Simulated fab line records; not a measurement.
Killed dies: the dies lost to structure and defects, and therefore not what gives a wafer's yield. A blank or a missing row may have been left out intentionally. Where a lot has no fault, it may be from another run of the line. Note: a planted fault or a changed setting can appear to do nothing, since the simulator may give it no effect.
One fault seen from 2 desks :: flow berkeleyCmos170 :: each desk holds nothing but its own numbers, with what lay behind them at the end

## AT THE METROLOGY DESK
Lot by lot, what the gauges showed, no matter which tool ran the lot: averages of those sampled wafers that carry a number. A lot is out of limits, marked OUT, if its mean lies more than 4 standard deviations from the usual mean; the brackets give that distance.
Columns: A = M1_AL_RS at UCB170_M1_RS_MEAS_01, usual 0.0484 ohm/sq; B = M1_AL_THK at UCB170_M1_THK_MEAS_02, usual 607 nm; C = cdNm at UCB170_M1_CD_MEAS_09, usual 700.0 nm; D = M1_OVL at UCB170_M1_OVL_MEAS_10, usual 1 nm
lot: L517
first seen here: day 8 02:52
A: 0.0485
B: 616
C: 701.7
D: -2

lot: L519
first seen here: day 8 08:47
A: 0.0484
B: 601
C: 698.7
D: 4

lot: L529
first seen here: day 10 12:20
A: 0.0491
B: 606
C: 701.2
D: -7

lot: L531
first seen here: day 10 14:43
A: 0.0488
B: 601
C: 701.1
D: 4

lot: L526
first seen here: day 10 14:45
A: 0.0482
B: 617
C: 696.9
D: -4

lot: L536
first seen here: day 12 00:22
A: 0.0485
B: 612
C: 699.0
D: 3
Result from this desk: across the 6 lots, nothing is out of limits.

## TOOL OWNER'S DESK, rieMetal-03
The tool's own readings at UCB170_M1_METAL_ETCH_12 (etches Al in Cl2/BCl3, stops on PSG, target depth 780 nm, time 130 s): means of the sampled wafers that have a number, for each lot that ran on this tool. A lot is out of limits, marked OUT, if its mean lies more than 4 standard deviations from the usual mean; the brackets give that distance.
Columns: A = chamberPressureMTorr at UCB170_M1_METAL_ETCH_12, usual 11.999 mTorr; B = drypumpMotorCurrentA at UCB170_M1_METAL_ETCH_12, usual 5.8 A; C = oesProductAu at UCB170_M1_METAL_ETCH_12, usual 0.853 a.u.; D = throttleValvePct at UCB170_M1_METAL_ETCH_12, usual 24.44 %
lot: L519
first seen here: day 8 11:46
A: 11.997
B: 6.5
C: 0.847
D: 24.46

lot: L529
first seen here: day 10 13:52
A: 12.005
B: 5.3
C: 0.893 (+5.2) OUT
D: 24.60

lot: L531
first seen here: day 10 16:14
A: 11.993
B: 4.7
C: 0.896 (+5.5) OUT
D: 24.67
This desk's finding: out of limits on L529, L531; first on L529, day 10 13:52 (oesProductAu at UCB170_M1_METAL_ETCH_12). In limits: L519.

## BROUGHT TOGETHER
The tool owner's desk had the chance to raise an alarm at day 10 13:52 on L529, L531.
From the metrology desk's view, nothing was out of limits.
The metrology desk holds a record of L529, L531, inside its limits.
All the named lots went through UCB170_M1_METAL_ETCH_12 on rieMetal-03.

## WHAT THE SIMULATOR HAD PUT IN
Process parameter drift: rieMetal-03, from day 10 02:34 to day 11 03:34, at UCB170_M1_METAL_ETCH_12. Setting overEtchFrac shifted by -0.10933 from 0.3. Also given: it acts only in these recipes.
Struck lots among those shown: L529, L531.
How many hours passed from the start of the fault until each desk's first out-of-limits reading: the tool owner's desk, 11.
